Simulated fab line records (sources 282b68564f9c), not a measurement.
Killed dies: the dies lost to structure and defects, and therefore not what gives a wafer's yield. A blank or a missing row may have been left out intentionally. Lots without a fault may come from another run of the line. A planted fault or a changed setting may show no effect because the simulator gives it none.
Which tool is to blame? :: flow ritCmos :: Sampling: 14 lots, 42 wafers, 3 of 202 route steps

== WHAT EACH GAUGE READ, for each wafer ==
RIT_PSD_TW_MEAS_10.
lot: L308
measured: day 3 13:56
on: filmMetro-04
PSD_TW: 3386 3372 3359

lot: L310
measured: day 3 18:08
on: filmMetro-01
PSD_TW: 3421 3419 3405

lot: L309
measured: day 3 19:46
on: filmMetro-01
PSD_TW: 3407 3413 3437

lot: L311
measured: day 4 00:56
on: filmMetro-03
PSD_TW: 3401 3379 3386

lot: L312
measured: day 4 05:31
on: filmMetro-01
PSD_TW: 3434 3422 3442

lot: L313
measured: day 4 10:44
on: filmMetro-01
PSD_TW: 3433 3436 3444

lot: L315
measured: day 4 18:47
on: filmMetro-01
PSD_TW: 3447 3442 3451

lot: L318
measured: day 5 07:50
on: filmMetro-01
PSD_TW: 3393 3407 3420

lot: L317
measured: day 5 09:53
on: filmMetro-04
PSD_TW: 3373 3399 3383

lot: L319
measured: day 5 13:32
on: filmMetro-03
PSD_TW: 3546 3555 3555

lot: L321
measured: day 5 23:25
on: filmMetro-01
PSD_TW: 3516 3510 3507

lot: L328
measured: day 7 09:24
on: filmMetro-03
PSD_TW: 3435 3426 3423

lot: L330
measured: day 7 20:43
on: filmMetro-03
PSD_TW: 3408 3419 3416

lot: L331
measured: day 8 01:26
on: filmMetro-01
PSD_TW: 3415 3420 3431

RIT_SDANNEAL_RS_MEAS_04: measurement is done with a four-point probe.
lot: L308
measured: day 3 14:25
on: filmMetro-03
PSD_RS (ohm/sq): 115.7 115.6 115.5

lot: L310
measured: day 3 18:38
on: filmMetro-01
PSD_RS (ohm/sq): 116.2 116.4 116.1

lot: L309
measured: day 3 20:38
on: filmMetro-03
PSD_RS (ohm/sq): 115.4 115.8 115.4

lot: L311
measured: day 4 01:27
on: filmMetro-04
PSD_RS (ohm/sq): 115.8 116.0 115.8

lot: L312
measured: day 4 06:01
on: filmMetro-04
PSD_RS (ohm/sq): 116.2 116.0 116.1

lot: L313
measured: day 4 11:13
on: filmMetro-01
PSD_RS (ohm/sq): 116.0 116.2 116.1

lot: L315
measured: day 4 19:19
on: filmMetro-04
PSD_RS (ohm/sq): 115.5 116.1 115.5

lot: L318
measured: day 5 08:20
on: filmMetro-04
PSD_RS (ohm/sq): 115.6 115.6 115.8

lot: L317
measured: day 5 10:34
on: filmMetro-04
PSD_RS (ohm/sq): 115.7 115.8 115.5

lot: L319
measured: day 5 14:05
on: filmMetro-03
PSD_RS (ohm/sq): 110.5 110.1 110.3

lot: L321
measured: day 5 23:56
on: filmMetro-04
PSD_RS (ohm/sq): 110.3 109.9 110.0

lot: L328
measured: day 7 09:55
on: filmMetro-03
PSD_RS (ohm/sq): 115.4 115.5 115.5

lot: L330
measured: day 7 21:13
on: filmMetro-04
PSD_RS (ohm/sq): 115.6 115.4 115.7

lot: L331
measured: day 8 02:00
on: filmMetro-03
PSD_RS (ohm/sq): 115.1 115.5 115.3

== WHICH TOOL RAN EACH LOT (tool, then ch and the chambers of the sampled wafers, then the start) ==
lot: L308
RIT_PSD_IMPLANT_08: implanter-02 ch 0, day 3 13:37

lot: L310
RIT_PSD_IMPLANT_08: implanter-03 ch 0, day 3 17:50

lot: L309
RIT_PSD_IMPLANT_08: implanter-01 ch 0, day 3 19:26

lot: L311
RIT_PSD_IMPLANT_08: implanter-02 ch 0, day 4 00:28

lot: L312
RIT_PSD_IMPLANT_08: implanter-03 ch 0, day 4 05:13

lot: L313
RIT_PSD_IMPLANT_08: implanter-03 ch 0, day 4 10:25

lot: L315
RIT_PSD_IMPLANT_08: implanter-01 ch 0, day 4 18:29

lot: L318
RIT_PSD_IMPLANT_08: implanter-01 ch 0, day 5 07:32

lot: L317
RIT_PSD_IMPLANT_08: implanter-02 ch 0, day 5 09:34

lot: L319
RIT_PSD_IMPLANT_08: implanter-01 ch 0, day 5 13:13

lot: L321
RIT_PSD_IMPLANT_08: implanter-01 ch 0, day 5 23:06

lot: L328
RIT_PSD_IMPLANT_08: implanter-02 ch 0, day 7 09:05

lot: L330
RIT_PSD_IMPLANT_08: implanter-02 ch 0, day 7 20:23

lot: L331
RIT_PSD_IMPLANT_08: implanter-03 ch 0, day 8 01:07
- RIT_PSD_IMPLANT_08

== AS READ BY THE TOOLS THEMSELVES (means over the sampled wafers that have a number; for cases with no such wafer, the mark the record gives instead) ==
RIT_PSD_IMPLANT_08.
lot: L308
tool: implanter-02
beamOnS (s): 12.8
doseIonsCm2: 5e+15
tiltDeg (degrees): 6.994

lot: L310
tool: implanter-03
beamOnS (s): 12.0
doseIonsCm2: 5e+15
tiltDeg (degrees): 7.006

lot: L309
tool: implanter-01
beamOnS (s): 14.6
doseIonsCm2: 5e+15
tiltDeg (degrees): 6.971

lot: L311
tool: implanter-02
beamOnS (s): 13.1
doseIonsCm2: 5e+15
tiltDeg (degrees): 7.008

lot: L312
tool: implanter-03
beamOnS (s): 12.1
doseIonsCm2: 5e+15
tiltDeg (degrees): 7.013

lot: L313
tool: implanter-03
beamOnS (s): 12.0
doseIonsCm2: 5e+15
tiltDeg (degrees): 6.991

lot: L315
tool: implanter-01
beamOnS (s): 14.6
doseIonsCm2: 5e+15
tiltDeg (degrees): 6.985

lot: L318
tool: implanter-01
beamOnS (s): 14.6
doseIonsCm2: 5e+15
tiltDeg (degrees): 7.001

lot: L317
tool: implanter-02
beamOnS (s): 13.0
doseIonsCm2: 5e+15
tiltDeg (degrees): 6.962

lot: L319
tool: implanter-01
beamOnS (s): 23.4
doseIonsCm2: 8e+15
tiltDeg (degrees): 6.986

lot: L321
tool: implanter-01
beamOnS (s): 24.0
doseIonsCm2: 8e+15
tiltDeg (degrees): 7.013

lot: L328
tool: implanter-02
beamOnS (s): 12.8
doseIonsCm2: 5e+15
tiltDeg (degrees): 6.971

lot: L330
tool: implanter-02
beamOnS (s): 13.2
doseIonsCm2: 5e+15
tiltDeg (degrees): 6.985

lot: L331
tool: implanter-03
beamOnS (s): 11.7
doseIonsCm2: 5e+15
tiltDeg (degrees): 7.026

== THE ANSWER, worked out from the rows above alone ==
Rule: what is usual is taken from the lots themselves. The widest of any qualifying gaps counts: lots, ordered by their means at a reading, are off when they make up no more than a third of the lots, leave a main group of 4 or more, and stand apart from it by 3 or more times the standard deviation of that group's means. The tables above print the reading to a certain number of digits; a main group whose means all agree to those digits is not used. A lot without any number at a reading at which 4 lots or more have one is off too. Any other lot the step has rows for is counted as sound. After the gauges, taken in route order, come the tools' own readings; for these a lot's mean is taken, as printed above. At the first step where some lot is off, the reading lying furthest off is the one used; lots without a number count as furthest.
Off: at RIT_SDANNEAL_RS_MEAS_04 (PSD_RS), L319, L321. Mean 115.7 ohm/sq and standard deviation 0.27 in the main group.
If a tool, at a process step before that reading, ran all the lots that are off and no sound lot after the first of them, it fits. The gauges at RIT_SDANNEAL_RS_MEAS_04 aren't tried: what is off there is off at RIT_PSD_IMPLANT_08 too, on other tools, and a gauge's error can't cause that. One fits: implanter-01 at RIT_PSD_IMPLANT_08. Its last sound lot is L318 (day 5 07:32), its first lot that is off L319 (day 5 13:13): a fault that began between those two fits.
The tool's own readings at RIT_PSD_IMPLANT_08 bear it out: on the lots that are off they differ by more than 5 times the standard deviation of the sound lots' means. beamOnS reads 23.7 s there against 13.0 s on the sound lots; doseIonsCm2 reads 8e+15 there against 5e+15 on the sound lots.

== WHAT THE SIMULATOR HAD INSERTED ==
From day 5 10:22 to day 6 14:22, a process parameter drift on implanter-01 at RIT_PSD_IMPLANT_08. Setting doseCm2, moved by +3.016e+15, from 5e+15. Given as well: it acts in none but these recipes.
Lots struck among those shown: L319, L321. This agrees with what the rule above found.
